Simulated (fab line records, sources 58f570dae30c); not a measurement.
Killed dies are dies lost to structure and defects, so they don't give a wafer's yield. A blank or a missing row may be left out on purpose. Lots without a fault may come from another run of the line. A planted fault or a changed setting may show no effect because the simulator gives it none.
Which tool did it? | flow berkeley_cmos170 | 10 lots, 30 wafers sampled, at 3 steps of a route of 331

WHAT THE GAUGES READ, wafer by wafer
UCB170_CONTACT_THK_MEAS_02.
lot  | measured     | on            | CONTACT_PSG_THK (nm)
L735 | day 6 22:02  | film_metro-02 | 701 701 701
L737 | day 6 20:17  | film_metro-04 | 693 700 691
L736 | day 6 20:28  | film_metro-03 | 700 707 704
L738 | day 7 05:34  | film_metro-02 | 691 685 691
L739 | day 7 04:54  | film_metro-04 | 700 694 695
L740 | day 7 18:23  | film_metro-02 | 698 697 699
L741 | day 8 01:16  | film_metro-02 | 690 695 695
L742 | day 8 12:54  | film_metro-02 | 706 707 709
L746 | day 8 22:53  | film_metro-04 | 841 846 842
L756 | day 11 09:48 | film_metro-03 | 698 702 703

WHICH TOOL RAN EACH LOT (tool, then ch and the chambers of the sampled wafers, then the start)
lot  | UCB170_SDANNEAL_RTA_01           | UCB170_CONTACT_CVD_01
L735 | rtp_anneal-02 ch 0, day 6 17:52  | lpcvd-02 ch 1, day 6 20:16
L737 | rtp_anneal-02 ch 0, day 6 17:20  | lpcvd-02 ch 1, day 6 18:29
L736 | rtp_anneal-01 ch 0, day 6 17:34  | lpcvd-01 ch 1, day 6 18:40
L738 | rtp_anneal-01 ch 0, day 7 01:49  | lpcvd-02 ch 0, day 7 02:53
L739 | rtp_anneal-02 ch 0, day 7 01:59  | lpcvd-01 ch 0, day 7 03:05
L740 | rtp_anneal-01 ch 0, day 7 15:26  | lpcvd-02 ch 1, day 7 16:35
L741 | rtp_anneal-02 ch 0, day 7 21:07  | lpcvd-02 ch 1, day 7 23:29
L742 | rtp_anneal-01 ch 0, day 8 09:55  | lpcvd-01 ch 0, day 8 11:07
L746 | rtp_anneal-02 ch 0, day 8 19:03  | lpcvd-02 ch 1, day 8 20:13
L756 | rtp_anneal-02 ch 0, day 11 06:27 | lpcvd-01 ch 1, day 11 08:00
- UCB170_SDANNEAL_RTA_01: time 5 s.
- UCB170_CONTACT_CVD_01: deposits PSG from SiH4/O2/PH3, target thk 700 nm, time 2820 s.

THE ANSWER, worked out from the rows above alone
Rule: what is usual is taken from the lots themselves. Put in order of their means at a reading, lots are off if they are a third of the lots or fewer, leave a main group of 4 or more, and stand apart from it by a gap of 3 or more times the standard deviation of the main group's means; of several such gaps the widest counts. A main group whose means are all the same, to the digits that the tables above print for the reading, isn't used. A lot without any number at a reading at which 4 lots or more have one is off too. The other lots that the step has rows for count as sound.
Off: L746, at UCB170_CONTACT_THK_MEAS_02 (CONTACT_PSG_THK). The main group: mean 698 nm, standard deviation 5.3.
A tool fits if, at a process step before that reading, it ran every lot that is off, and no sound lot after the first of them. The gauges at UCB170_CONTACT_THK_MEAS_02 are tried like those tools. Can't be told from this: 2 tools fit, lpcvd-02 at UCB170_CONTACT_CVD_01, film_metro-04 at UCB170_CONTACT_THK_MEAS_02.

WHAT THE SIMULATOR HAD PUT IN
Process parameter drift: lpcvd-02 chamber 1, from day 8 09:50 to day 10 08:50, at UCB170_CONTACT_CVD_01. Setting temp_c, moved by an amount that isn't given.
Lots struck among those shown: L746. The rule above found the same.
